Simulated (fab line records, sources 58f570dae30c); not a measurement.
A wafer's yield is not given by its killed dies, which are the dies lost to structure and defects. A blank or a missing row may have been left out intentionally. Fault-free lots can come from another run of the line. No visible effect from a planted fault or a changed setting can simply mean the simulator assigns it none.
Struck lot and sound lot, side by side ; flow berkeley_cmos170 ; 27 out of 331 route steps
Sound: wafers L962.1, L962.3, L962.5. Struck: wafers L966.2, L966.4, L966.5. The cause comes at the end.
For every step that has rows: the tool of each side, followed by ch and its chambers, followed by its first start. Under that, the readings that differ: sound wafers ; struck wafers ; difference of the means ; sigmas: that difference in standard deviations of wafers without a fault.
alike: words and numbers the same on both sides, and readings whose means are apart by under 2 such deviations; not compared: readings that were withheld, readings missing a value for some wafer, numbers with overlapping values and no deviation given by the record, and bounds like >300 which may hide the same value.
A row with sigmas, a row that says differs or no value, or rows on one side alone: a step with any of these is where the two part. Numbers that don't overlap but have no deviation are shown without sigmas and don't part them. Lack of a reading on every wafer of one side parts them only where that side has two or more wafers.

UCB170_SPACER_THK_MEAS_01:
  sound: film_metro-01 at day 7 04:15; struck: film_metro-03 at day 7 09:45
  alike: SPACER_TEOS_THK
then, 1 step without rows for these wafers: UCB170_SPACER_ANNEAL_02 (time 1800 s).
UCB170_SPACER_ETCHBACK_03: etches SiO2 in CHF3/CF4/Ar, stops on Si, target depth 376 nm, time 100 s.
  sound on rie_diel-03 ch 0,1,2, day 7 06:08; struck on rie_diel-04 ch 1,2, day 7 16:29
  alike: drypump_motor_current_A, oes_product_au, throttle_valve_pct
  not compared: rf_hours_counter_h
then, 4 steps without rows for these wafers: UCB170_PSD_HMDS_00 (prime time 60 s); UCB170_PSD_COAT_01 (resist thk 900 nm); UCB170_PSD_SOFTBAKE_02 (time 60 s); UCB170_PSD_EXPOSE_03 (exposes mask PSELECT MOD, target cd 1200 nm).
UCB170_PSD_PEB_04:
  sound on litho_track-04 ch 0, day 7 08:01; struck on litho_track-04 ch 0, day 7 17:20
  alike: plate_sensor_t_centre_C, plate_sensor_t_edge_C
then, 1 step without rows for these wafers: UCB170_PSD_DEVELOP_05 (develop time 45 s).
UCB170_PSD_CD_MEAS_06: target cd 1200 nm.
  sound: cd_sem-02 at day 7 08:17; struck: cd_sem-02 at day 7 17:37
  alike: cd_nm
UCB170_PSD_OVL_MEAS_07:
  sound: overlay-02 at day 7 08:24; struck: overlay-01 at day 7 17:43
  alike: PSD_OVL
then, 1 step without rows for these wafers: UCB170_PSD_IMPLANT_08.
UCB170_PSD_STRIP_09: strips in O2.
  sound on plasma_asher-01 ch 0,1, day 7 08:35; struck on plasma_asher-02 ch 0, day 7 17:53
reading;sound;struck;difference;sigmas
drypump_motor_current_A (A);5.0 5.8 5.0;6.5 6.5 6.5;+1.2;+2
oes_product_au (a.u.);0.601 0.602 0.602;0.438 0.432 0.433;-0.167;-39
strip_time_to_endpoint_s (s);29.35 29.39 29.46;- - -;no value on the struck wafers;
model.KrF_of_PSD_COAT_01.thk_nm (nm);0 0 0;691.1 691.6 690.1;+690.9;
  not compared: rf_hours_counter_h
UCB170_PSD_TW_MEAS_10:
  sound: film_metro-01 at day 7 08:41; struck: film_metro-02 at day 7 18:00
  alike: PSD_TW
then, 7 steps without rows for these wafers: UCB170_PSD_CLEAN_11 (cleans in SPM, time 600 s); UCB170_NSD_HMDS_00 (prime time 60 s); UCB170_NSD_COAT_01 (resist thk 900 nm); UCB170_NSD_SOFTBAKE_02 (time 57.93 s); UCB170_NSD_EXPOSE_03 (exposes mask NSELECT MOD, target cd 1200 nm); UCB170_NSD_PEB_04; UCB170_NSD_DEVELOP_05 (develop time 45 s).
UCB170_NSD_CD_MEAS_06: target cd 1200 nm.
  sound: cd_sem-01 at day 7 09:56; struck: cd_sem-01 at day 7 19:13
  alike: cd_nm
UCB170_NSD_OVL_MEAS_07:
  sound: overlay-01 at day 7 10:04; struck: overlay-01 at day 7 19:19
  alike: NSD_OVL
then, 1 step without rows for these wafers: UCB170_NSD_IMPLANT_08.
UCB170_NSD_STRIP_09: strips in O2.
  sound on plasma_asher-01 ch 0,1, day 7 10:15; struck on plasma_asher-01 ch 0, day 7 19:30
reading;sound;struck;difference;sigmas
oes_product_au (a.u.);0.533 0.529 0.536;0.609 0.612 0.607;+0.077;+18
strip_time_to_endpoint_s (s);35.73 35.75 35.65;56.34 56.44 56.32;+20.66;+99 or more
  alike: drypump_motor_current_A
  not compared: rf_hours_counter_h
UCB170_NSD_TW_MEAS_10:
  sound: film_metro-03 at day 7 10:21; struck: film_metro-03 at day 7 19:37
reading;sound;struck;difference;sigmas
NSD_TW;4205 4220 4209;30 30 30;-4181;-99 or more
then, 1 step without rows for these wafers: UCB170_NSD_CLEAN_11 (cleans in SPM, time 600 s).

== WHERE THEY PART ==
First at UCB170_PSD_STRIP_09; last, within this record, at UCB170_NSD_TW_MEAS_10.

WHY: what the simulator had put in
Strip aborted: plasma_asher-02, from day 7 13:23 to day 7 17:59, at UCB170_PSD_STRIP_09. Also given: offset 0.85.
